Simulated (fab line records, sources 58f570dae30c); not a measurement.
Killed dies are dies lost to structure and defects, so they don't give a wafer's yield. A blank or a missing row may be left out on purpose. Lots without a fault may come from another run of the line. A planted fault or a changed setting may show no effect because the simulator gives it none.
Which tool did it? | flow berkeley_cmos170 | 12 lots, 36 wafers sampled, at 4 steps of a route of 331

WHAT THE GAUGES READ, wafer by wafer
UCB170_V1_THK_MEAS_01.
lot  | measured     | on            | V1_TEOS_THK (nm)
L076 | day 8 15:25  | film_metro-02 | 1940 1970 1992
L078 | day 9 07:07  | film_metro-01 | 1979 2029 1985
L079 | day 9 16:37  | film_metro-02 | 1955 1986 2026
L081 | day 10 02:13 | film_metro-02 | 2006 1982 2023
L083 | day 11 00:44 | film_metro-01 | 2009 1992 2033
L085 | day 10 22:38 | film_metro-01 | 1964 2009 2004
L087 | day 12 02:19 | film_metro-04 | 2000 1949 2017
L089 | day 12 04:59 | film_metro-02 | 1963 1993 2045
L091 | day 12 04:59 | film_metro-01 | 1986 1981 2007
L093 | day 13 07:34 | film_metro-02 | 1992 1992 2042
L095 | day 13 11:40 | film_metro-01 | 1948 2003 2047
L097 | day 14 11:58 | film_metro-02 | 1963 2003 2002

WHICH TOOL RAN EACH LOT (tool, then ch and the chambers of the sampled wafers, then the start)
lot  | UCB170_ZERO_ETCH_06               | UCB170_NSD_STRIP_09                  | UCB170_CONTACT_STRIP_06
L076 | rie_diel-04 ch 0,2, day 2 03:35   | plasma_asher-01 ch 0,1, day 8 03:49  | plasma_asher-02 ch 0,1, day 8 09:43
L078 | rie_diel-01 ch 0,1,2, day 2 15:54 | plasma_asher-04 ch 0,1, day 8 20:35  | plasma_asher-01 ch 0, day 9 01:31
L079 | rie_diel-02 ch 0,2,3, day 2 21:19 | plasma_asher-04 ch 0,1, day 9 05:27  | plasma_asher-01 ch 0,1, day 9 10:06
L081 | rie_diel-04 ch 0,1,2, day 3 06:02 | plasma_asher-01 ch 0,1, day 9 15:59  | plasma_asher-01 ch 0,1, day 9 20:29
L083 | rie_diel-01 ch 0,1,3, day 3 21:23 | plasma_asher-03 ch 0,1, day 10 12:02 | plasma_asher-01 ch 0,1, day 10 18:57
L085 | rie_diel-04 ch 0,1,3, day 4 10:48 | plasma_asher-01 ch 0,1, day 10 12:19 | plasma_asher-01 ch 0,1, day 10 17:10
L087 | rie_diel-01 ch 0,2,3, day 4 15:07 | plasma_asher-01 ch 0,1, day 11 13:41 | plasma_asher-03 ch 0,1, day 11 18:12
L089 | rie_diel-01 ch 1,3, day 4 23:35   | plasma_asher-04 ch 0, day 11 14:09   | plasma_asher-03 ch 0,1, day 11 18:53
L091 | rie_diel-04 ch 1,2,3, day 5 11:38 | plasma_asher-03 ch 0,1, day 11 14:00 | plasma_asher-02 ch 0,1, day 11 18:53
L093 | rie_diel-02 ch 0,2,3, day 5 21:32 | plasma_asher-03 ch 0,1, day 12 21:07 | plasma_asher-03 ch 0,1, day 13 02:01
L095 | rie_diel-01 ch 0,1, day 6 08:11   | plasma_asher-04 ch 0,1, day 12 21:38 | plasma_asher-02 ch 0,1, day 13 04:02
L097 | rie_diel-01 ch 1,2,3, day 6 21:27 | plasma_asher-04 ch 0,1, day 14 00:10 | plasma_asher-02 ch 0,1, day 14 05:32
- UCB170_ZERO_ETCH_06: etches SiO2 in CHF3/CF4/Ar, time 12 s.
- UCB170_NSD_STRIP_09: strips in O2.
- UCB170_CONTACT_STRIP_06: strips in O2.

THE ANSWER, worked out from the rows above alone
Rule: what is usual is taken from the lots themselves. Put in order of their means at a reading, lots are off if they are a third of the lots or fewer, leave a main group of 4 or more, and stand apart from it by a gap of 3 or more times the standard deviation of the main group's means; of several such gaps the widest counts. A main group whose means are all the same, to the digits that the tables above print for the reading, isn't used. A lot without any number at a reading at which 4 lots or more have one is off too. The other lots that the step has rows for count as sound.
No lot is off at any reading shown: from this, nothing can be told.

WHAT THE SIMULATOR HAD PUT IN
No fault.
